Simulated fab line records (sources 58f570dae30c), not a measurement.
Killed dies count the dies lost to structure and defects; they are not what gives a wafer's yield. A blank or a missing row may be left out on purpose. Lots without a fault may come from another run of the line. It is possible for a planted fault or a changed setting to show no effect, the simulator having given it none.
Struck lot and sound lot, side by side || flow berkeley-cmos170 || 26 steps out of a route of 331
Sound: the wafers L255.2, L255.3, L255.4. The struck wafers were L251.1, L251.3, L251.4. The cause is given at the end.
At each step with rows: each side's tool, then ch and its chambers, then its first start. Under that, the readings that differ: sound wafers || struck wafers || difference of the means || sigmas: that difference in standard deviations of wafers without a fault.
alike: readings whose means differ by less than 2 such deviations, and words and numbers that are the same on both sides. not compared: withheld readings, readings that some wafer has no value for, bounds like >300 that may hide the same value, and numbers for which the record gives no deviation and whose values overlap.
The two part at a step that has a row with sigmas, a row that says differs or no value, or rows on one side only. Numbers that have no deviation but don't overlap get no sigmas and don't part them. A reading missing from all wafers of one side parts the sides only when that side holds two or more wafers.

first, 4 steps without rows for these wafers: UCB170_M2_SOFTBAKE_11 (time 60 s); UCB170_M2_EXPOSE_12 (exposes mask METAL2, target cd 700 nm); UCB170_M2_PEB_13; UCB170_M2_DEVELOP_14 (develop time 45 s).
UCB170_M2_CD_MEAS_15: target cd 700 nm.
  struck on cd-sem-01, day 10 06:04; sound on cd-sem-01, day 10 21:56
  alike: cd-nm
UCB170_M2_OVL_MEAS_16:
  struck on overlay-02, day 10 06:11; sound on overlay-02, day 10 22:02
  alike: M2_OVL
UCB170_M2_ETCH_17: etches BARC in N2/H2.
  sound on rie-diel-04 ch 0,1,2, day 10 22:04; struck on rie-diel-04 ch 0,1,2, day 10 06:14
  alike: drypump-motor-current-A, oes-product-au, throttle-valve-pct
UCB170_M2_METAL_ETCH_18: etches Al in Cl2/BCl3, stops on SiO2, target depth 1170 nm, time 195 s.
  sound on rie-metal-02 ch 0,1, day 10 22:07; struck on rie-metal-04 ch 0,1, day 10 06:16
  alike: drypump-motor-current-A, oes-product-au, throttle-valve-pct
  not compared: rf-hours-counter-h
UCB170_M2_STRIP_19: strips in O2.
  sound on plasma-asher-01 ch 0,1, day 10 22:17; struck on plasma-asher-01 ch 0,1, day 10 06:28
  alike: drypump-motor-current-A, oes-product-au
  not compared: rf-hours-counter-h
UCB170_M2_CD_MEAS_90: target cd 700 nm.
  struck on cd-sem-01, day 10 06:34; sound on cd-sem-01, day 10 22:25
  alike: cd-nm
UCB170_V2_CVD_00: deposits SiO2 from TEOS/O2, target thk 2000 nm, time 250 s.
  sound on pecvd-02 ch 0,1,2, day 10 22:31; struck on pecvd-02 ch 0,1,2, day 10 06:41
  alike: heater-power-w
UCB170_V2_THK_MEAS_01:
  struck on film-metro-04, day 10 06:50; sound on film-metro-03, day 10 22:41
  alike: V2_TEOS_THK
UCB170_V2_CMP_02: polishes SiO2.
  sound on cmp-01 ch 0,2,3, day 10 22:44; struck on cmp-02 ch 0,1,3, day 10 06:59
{"reading": "model.SiO2_of_V2_CVD_00.thk-nm (nm)", "sound": "999.6 1001 1001", "struck": "1348 1351 1361", "difference": "+353", "sigmas": ""}
  alike: motor-current-A
UCB170_V2_BOW_MEAS_03:
  struck on film-metro-04, day 10 07:14; sound on film-metro-02, day 10 23:03
  alike: V2_BOW
UCB170_V2_THK_MEAS_04:
  struck on film-metro-04, day 10 07:22; sound on film-metro-02, day 10 23:10
{"reading": "V2_POLISHED_THK (nm)", "sound": "999.3 1002.4 1000.8", "struck": "1348.9 1350.9 1360.9", "difference": "+352.7", "sigmas": "+99 or more"}
then, 7 steps without rows for these wafers: UCB170_V2_CLEAN_05 (cleans in DIW); UCB170_V2_HMDS_06 (prime time 60 s); UCB170_V2_COAT_07 (resist thk 900 nm); UCB170_V2_SOFTBAKE_08 (time 60 s); UCB170_V2_EXPOSE_09 (exposes mask VIA2, target cd 700 nm); UCB170_V2_PEB_10; UCB170_V2_DEVELOP_11 (develop time 45 s).
UCB170_V2_CD_MEAS_12: target cd 700 nm.
  struck on cd-sem-02, day 10 09:07; sound on cd-sem-01, day 11 01:27
{"reading": "cd-nm (nm)", "sound": "697.5 695.5 697.4", "struck": "700.3 701.2 700.6", "difference": "+3.9", "sigmas": "+3"}
UCB170_V2_OVL_MEAS_13:
  struck on overlay-01, day 10 09:14; sound on overlay-01, day 11 01:34
  alike: V2_OVL
UCB170_V2_ETCH_14: etches SiO2 in CHF3/CF4/Ar, stops on Al, target depth 1250 nm, time 291 s.
  sound on rie-diel-03 ch 0,2,3, day 11 01:35; struck on rie-diel-02 ch 0,1,2, day 10 09:17
{"reading": "oes-product-au (a.u.)", "sound": "0.844 0.863 0.871", "struck": "1.000 0.981 0.996", "difference": "+0.133", "sigmas": "+10"}
{"reading": "model.etch.depth-nm (nm)", "sound": "999.6 1001 1001", "struck": "1216 1217 1252", "difference": "+228", "sigmas": ""}
{"reading": "model.V2.feature-depth-nm (nm)", "sound": "999.6 1002 1001", "struck": "1216 1217 1252", "difference": "+227", "sigmas": ""}
  alike: drypump-motor-current-A, throttle-valve-pct
  not compared: rf-hours-counter-h
UCB170_V2_STRIP_15: strips in O2.
  sound on plasma-asher-01 ch 0,1, day 11 01:46; struck on plasma-asher-04 ch 0,1, day 10 09:28
  alike: drypump-motor-current-A, oes-product-au, strip-time-to-endpoint-s
  not compared: rf-hours-counter-h

== WHERE THEY PART ==
At UCB170_V2_THK_MEAS_04 first; at UCB170_V2_ETCH_14 last (within this record only). Later steps at which nothing parts them and some readings are alike: UCB170_V2_STRIP_15.

WHY: what had been put in by the simulator
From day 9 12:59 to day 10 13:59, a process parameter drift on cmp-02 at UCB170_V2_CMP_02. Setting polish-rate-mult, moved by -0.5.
